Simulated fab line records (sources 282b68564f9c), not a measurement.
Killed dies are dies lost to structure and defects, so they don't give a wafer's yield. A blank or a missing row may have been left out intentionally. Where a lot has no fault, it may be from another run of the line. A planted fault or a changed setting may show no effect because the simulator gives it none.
Problem report, 8D (eight disciplines) form, completed by code | flow rit cmos | the parts of the form that need people (team, actions taken, sign-off) are left out

## 1. THE ISSUE
Wafers without a fault read 69.999, standard deviation 0.025; beam energy keV at RIT_NRETRO_IMPLANT_08 reads a mean of 70.921 on 6 wafers belonging to 2 lots. Measured from the usual mean, that is +37 standard deviations.
The first sign was on wafer L726.1 at day 5 23:16, on implanter-03. Wafers with a number at this step in the record: 42, from 14 lots. Rule for "out" (also "out of limits"): further than 4 standard deviations from the usual mean. All remaining wafers that have a number are taken as sound.

## 2. WHAT IT IS, WHAT IT ISN'T
question                    | is                     | is not
which readings at this step | beam energy keV        | -
which lots                  | L726, L727             | L710, L714, L715, L717, L718, L719, L728, L729, L730, L731, L732, L733
which wafers of those lots  | all that have a number | -
read on which tools         | implanter-03           | implanter-02, implanter-04
when                        | from day 5 23:16       | up to then (18 sound wafers); but 18 sound wafers of L728, L729, L730, L731, L732, L733 came after

## 3. THE SUSPECTS, EACH WITH WHAT RULES IT OUT
Counting: a tool at any process step up to the reading remains a suspect when it ran all the lots that are out and ran no sound lot after the first of those.
- implanter-03 at RIT_NRETRO_IMPLANT_08: kept. It ran every lot that is out, first L726 (day 5 23:16), and no sound lot after that; its last sound lot up to then is L718 (day 3 21:42). Out on those wafers are its own readings of beam energy keV.
After counting, what remains is implanter-03 at RIT_NRETRO_IMPLANT_08.

## 4. THE CAUSE (what the simulator had put in)
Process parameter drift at RIT_NRETRO_IMPLANT_08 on implanter-03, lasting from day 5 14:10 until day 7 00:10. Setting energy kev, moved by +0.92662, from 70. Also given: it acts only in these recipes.
Only this tool survived the counting.

## 5. THE CHAIN OF EFFECTS, in route order
Rows list readings where the struck wafers' mean (over those with a number) sits beyond 3 standard deviations from the usual. Only readings whose record carries a usual standard deviation are examined. hours: median over the lots of the time between each lot's start at the first step of this table that gives one and its start at this step. sigmas: the change, counted in usual standard deviations.
hours | step                  | reading         | usual  | on struck wafers | change | sigmas
0     | RIT_NRETRO_IMPLANT_08 | beam energy keV | 69.999 | 70.921           | +0.922 | +37
It contains these process steps:
- RIT_NRETRO_IMPLANT_08

## 6. HOW IT WOULD HAVE BEEN CAUGHT EARLIER
9 hours passed between the start of the fault at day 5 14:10 and the first reading out of limits in this record, taken at day 5 23:16.
